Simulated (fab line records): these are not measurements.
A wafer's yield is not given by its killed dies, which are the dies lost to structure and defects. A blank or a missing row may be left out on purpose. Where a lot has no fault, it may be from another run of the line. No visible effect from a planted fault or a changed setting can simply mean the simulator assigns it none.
fab line records -- flow berkeley-cmos170
record: lots: 7, wafers: 21, last-day: 11
route steps=331 shown WELLDRIVE@58 ACTIVE@60
lots that met no fault: taken from a fault-free run of the same line
start-h: hours from the record's first day to the start of the lot's first wafer shown -- wait-h: hours from the lot's prior step to this one -- " unchanged from the row above -- L1.1+2: a row that stands for several wafers -- - value missing, or start not given -- * or withheld: withheld -- < > ~ a bound
route shown NAME@n: names a module that has steps shown in the file, with the first one's number in the route -- usual: average and standard deviation across the fault-free wafers -- same: alike in all rows -- chamber/n: place in a boat -- sites: the reading at each site -- _std_site: their standard deviation -- _edge_site: inner sites' mean taken away from outer sites' mean -- radius-mm: for every site, how far away it sits from the centre of the wafer -- mask NAME#n: copy n -- behind: tool/chamber where the wafer was last shaped -- hold: reason for holding the lot/hours on hold/outcome of the hold -- device: the n, p or np transistor that did not switch -- end of line: tests of these same wafers at the route's end -- a step given without rows: its recipe and nothing more -- killed: at the first sort, the dies lost to defects and structure; wafer yield is something else -- map: dies across one wafer; x = killed, . = not, _ = none there
set.NAME: the setting that was run; set.NAME@STEP: the one run at that earlier step -- model.NAME: the simulator's own value behind a step, which no gauge read
a table for each step, a row for each wafer; lots at some steps of the route
services: the hour from which a tool's chamber was out of use, counted from the record's first day as start-h (under 0 if before that day), plus the number of hours and why
== steps ==
step: UCB170_WELLDRIVE_ANNEAL_03
recipe: temp-c: 1100, time-s: 900, ambient: N2
step: UCB170_WELLDRIVE_WET_ETCH_04
recipe: chemistry: BOE, dilution: 5:1, target: SiO2, temp-c: 25, time-s: 120
step: UCB170_ACTIVE_CLEAN_00
recipe: chemistry: SPM, temp-c: 120, time-s: 600
step: UCB170_ACTIVE_CLEAN_01
recipe: chemistry: dHF, dilution: 25:1, time-s: 60
step: UCB170_ACTIVE_OXIDATION_02
recipe: temp-c: 1000, ambient: O2, target-thk-a: 264, ox-time-s: 1260
step: UCB170_ACTIVE_THK_MEAS_03
recipe: reads: SiO2_of_ACTIVE_OXIDATION_02
usual: ACTIVE_OXIDE_THK: 26.3/0.45
lot.wafer,tool,chamber,start-h,wait-h,ACTIVE_OXIDE_THK[nm]
L747.4,film-metro-04,-,84.70,0.1,26.9
L747.5,film-metro-04,-,84.70,0.1,27.4
L747.6,film-metro-04,-,84.70,0.1,26.8
L754.3,film-metro-04,-,115.45,0.0,26.2
L754.4,film-metro-04,-,115.45,0.0,25.6
L754.6,film-metro-04,-,115.45,0.0,25.7
L755.1,film-metro-03,-,126.32,0.0,26.8
L755.3,film-metro-03,-,126.32,0.0,27.0
L755.5,film-metro-03,-,126.32,0.0,26.7
L756.2,film-metro-02,-,126.33,0.0,26.5
L756.4,film-metro-02,-,126.33,0.0,26.6
L756.5,film-metro-02,-,126.33,0.0,27.0
L757.1,film-metro-04,-,134.70,0.0,26.4
L757.2,film-metro-04,-,134.70,0.0,25.9
L757.5,film-metro-04,-,134.70,0.0,26.3
L759.1,film-metro-03,-,143.32,0.0,26.6
L759.3,film-metro-03,-,143.32,0.0,27.0
L759.6,film-metro-03,-,143.32,0.0,27.2
L763.3,film-metro-03,-,170.30,0.0,26.6
L763.5,film-metro-03,-,170.30,0.0,26.3
L763.6,film-metro-03,-,170.30,0.0,26.9
step: UCB170_ACTIVE_ANNEAL_04
recipe: temp-c: 1000, time-s: 900, ambient: N2
step: UCB170_ACTIVE_CVD_05
recipe: material: Si3N4, target-thk-nm: 220, temp-c: 800, precursor: SiH2Cl2/NH3, time-s: 3300, pressure-mtorr: 200, sih2cl2-flow-sccm: 25, nh3-flow-sccm: 75
step: UCB170_ACTIVE_THK_MEAS_06
recipe: reads: Si3N4_of_ACTIVE_CVD_05
usual: ACTIVE_NITRIDE_THK: 218.6/2
lot.wafer,tool,chamber,start-h,wait-h,ACTIVE_NITRIDE_THK[nm]
L747.4,film-metro-04,-,93.26,0.0,219.3
L747.5,film-metro-04,-,93.26,0.0,219.6
L747.6,film-metro-04,-,93.26,0.0,221.0
L754.3,film-metro-03,-,122.04,0.0,219.4
L754.4,film-metro-03,-,122.04,0.0,218.8
L754.6,film-metro-03,-,122.04,0.0,217.9
L755.1,film-metro-03,-,132.68,0.0,219.4
L755.3,film-metro-03,-,132.68,0.0,219.8
L755.5,film-metro-03,-,132.68,0.0,221.4
L756.2,film-metro-02,-,132.69,0.0,219.5
L756.4,film-metro-02,-,132.69,0.0,219.1
L756.5,film-metro-02,-,132.69,0.0,218.3
L757.1,film-metro-04,-,139.37,0.0,220.7
L757.2,film-metro-04,-,139.37,0.0,222.5
L757.5,film-metro-04,-,139.37,0.0,220.7
L759.1,film-metro-03,-,150.21,0.0,215.6
L759.3,film-metro-03,-,150.21,0.0,216.1
L759.6,film-metro-03,-,150.21,0.0,216.3
L763.3,film-metro-04,-,174.99,0.0,214.6
L763.5,film-metro-04,-,174.99,0.0,214.6
L763.6,film-metro-04,-,174.99,0.0,217.6
step: UCB170_ACTIVE_HMDS_07
recipe: prime-time-s: 60, prime-temp-c: 100
step: UCB170_ACTIVE_COAT_08
recipe: resist: KrF, spin-rpm: 1500, resist-thk-nm: 900
step: UCB170_ACTIVE_SOFTBAKE_09
recipe: resist: KrF, temp-c: 130, time-s: 60
step: UCB170_ACTIVE_EXPOSE_10
recipe: mask-id: ACTIVE, target-cd-nm: 1200, na: 0.5, sigma-outer: 0.6, source-shape: conventional, dose-mj: 20
usual: exposure-dose-mJ-cm2: 20.000/0.018, focus-offset-nm: 0.0/0.5
lot.wafer,tool,chamber,start-h,wait-h,mask,exposure-dose-mJ-cm2,focus-offset-nm
L747.4,krf-scanner-02,0,94.52,0.3,ACTIVE#0,20.016,0.9
L747.5,krf-scanner-02,0,94.52,0.3,ACTIVE#0,20.019,-0.3
L747.6,krf-scanner-02,0,94.52,0.3,ACTIVE#0,20.013,-0.6
L754.3,krf-scanner-02,-,123.03,0.3,ACTIVE#0,-,-
L754.4,krf-scanner-02,-,123.03,0.3,ACTIVE#0,-,-
L754.6,krf-scanner-02,-,123.03,0.3,ACTIVE#0,-,-
L756.2,krf-scanner-02,-,133.33,0.2,ACTIVE#0,-,-
L756.4,krf-scanner-02,-,133.33,0.2,ACTIVE#0,-,-
L756.5,krf-scanner-02,-,133.33,0.2,ACTIVE#0,-,-
L755.1,krf-scanner-02,-,133.42,0.1,ACTIVE#0,-,-
L755.3,krf-scanner-02,-,133.42,0.1,ACTIVE#0,-,-
L755.5,krf-scanner-02,-,133.42,0.1,ACTIVE#0,-,-
L757.1,krf-scanner-02,0,139.88,0.1,ACTIVE#0,19.997,0.1
L757.2,krf-scanner-02,0,139.88,0.1,ACTIVE#0,19.998,0.2
L757.5,krf-scanner-02,0,139.88,0.1,ACTIVE#0,19.999,0.9
L759.1,krf-scanner-02,0,151.33,0.3,ACTIVE#0,20.007,0.1
L759.3,krf-scanner-02,0,151.33,0.3,ACTIVE#0,20.003,0.3
L759.6,krf-scanner-02,0,151.33,0.3,ACTIVE#0,20.013,0.1
L763.3,krf-scanner-02,0,175.52,0.1,ACTIVE#0,19.971,1.1
L763.5,krf-scanner-02,0,175.52,0.1,ACTIVE#0,20.010,0.7
L763.6,krf-scanner-02,0,175.52,0.1,ACTIVE#0,19.978,-0.1
step: UCB170_ACTIVE_PEB_11
recipe: peb-temp-c: 130, peb-time-s: withheld, resist: KrF
== services ==
tool,chamber,start-h,hours,kind
krf-scanner-02,-,83.64,7.2,pm
krf-scanner-02,-,100.16,1.3,pm
== key ==
first-sign: step: UCB170_ACTIVE_EXPOSE_10, reading: tool-record, direction: missing
effect none on later readings
met-at UCB170_ACTIVE_EXPOSE_10
struck-wafers L754.3,L754.4,L754.6,L755.1,L755.3,L755.5,L756.2,L756.4,L756.5
later-rows-left-out L754.3,L754.4,L754.6,L755.1,L755.3,L755.5,L756.2,L756.4,L756.5
sort-left-out L754.3,L754.4,L754.6,L755.1,L755.3,L755.5,L756.2,L756.4,L756.5
tester-left-out L754,L755,L756
onset-between 94.52 123.03
fault: kind: skipped-step-whole, tool: krf-scanner-02, chamber: -, onset-h: 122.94, steps: UCB170_ACTIVE_EXPOSE_10, scope: struck-lots-only
tester-left-out: of these lots the tester's yield and bins aren't shown, on N5 and GAA mostly nor the transistor test; their killed dies are dies lost to structure and defects alone, not to doping, threshold or leakage, so they don't give the yield
sort-left-out: the simulated sort isn't trusted on such a fault, so these wafers' sort isn't shown, and their yield isn't known
later-rows-left-out: the simulator's readings of these wafers behind a module that went badly wrong aren't trusted and aren't shown, but for the sort
